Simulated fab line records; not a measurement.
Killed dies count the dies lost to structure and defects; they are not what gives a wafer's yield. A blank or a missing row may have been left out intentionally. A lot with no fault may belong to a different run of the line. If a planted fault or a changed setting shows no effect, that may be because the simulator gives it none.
Problem report in the 8D (eight disciplines) form, filled by code	flow berkeleyCmos170	the parts of the form that need people (team, actions taken, sign-off) are left out

== 1. WHAT WENT WRONG ==
Wafers without a fault read 150.00, standard deviation 0.051; beamEnergyKeV at UCB170_NWELL_IMPLANT_14 reads a mean of 143.52 on 9 wafers belonging to 3 lots. So: -99 or more standard deviations from the usual mean.
First seen on wafer L959.2, day 4 13:36, on implanter-02. Wafers with a number at this step in the record: 45, from 15 lots. Rule for "out", or "out of limits": more than 4 standard deviations from the usual mean. Any other wafer with a number is counted as sound.

== 2. WHAT IT IS; WHAT IT IS NOT ==
question	is	is not
which readings at this step	beamEnergyKeV	-
which lots	L959, L960, L962	L950, L953, L954, L955, L956, L957, L958, L961, L963, L970, L972, L973
which wafers of those lots	all that have a number	-
read on which tools	implanter-02	implanter-01, implanter-03
when	from day 4 13:36	up to then (21 sound wafers); but 15 sound wafers of L961, L963, L970, L972, L973 came after

== 3. SUSPECTS, AND WHAT RULES EACH OUT ==
Counting: a tool at any process step up to the reading remains a suspect when it ran all the lots that are out and ran no sound lot after the first of those.
- implanter-02 at UCB170_NWELL_IMPLANT_14: kept. It ran every lot that is out, first L959 (day 4 13:36), and no sound lot after that; its last sound lot up to then is L958 (day 4 07:37). Out on those wafers are its own readings of beamEnergyKeV.
Remaining after the count: implanter-02 at UCB170_NWELL_IMPLANT_14.

== 4. THE CAUSE (what the simulator had put in) ==
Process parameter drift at UCB170_NWELL_IMPLANT_14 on implanter-02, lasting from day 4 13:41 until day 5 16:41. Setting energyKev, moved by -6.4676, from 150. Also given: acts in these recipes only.
Counting left only this tool.

== 5. SEQUENCE OF EFFECTS, ordered by route ==
One row per reading whose mean, taken over the struck wafers that have a number, lies over 3 standard deviations from the usual. Readings are gone through only where the record gives a usual standard deviation; hours: the median, over the lots, of the time from a lot's start at the first step in this table giving one to that lot's start at this step; sigmas: the change measured in usual standard deviations.
hours	step	reading	usual	on struck wafers	change	sigmas
0	UCB170_NWELL_IMPLANT_14	beamEnergyKeV	150.00	143.52	-6.48	-99 or more
The process steps in it:
- UCB170_NWELL_IMPLANT_14

== 6. HOW IT WOULD HAVE BEEN CAUGHT EARLIER ==
In this record the first reading out of limits was taken at day 4 13:36.
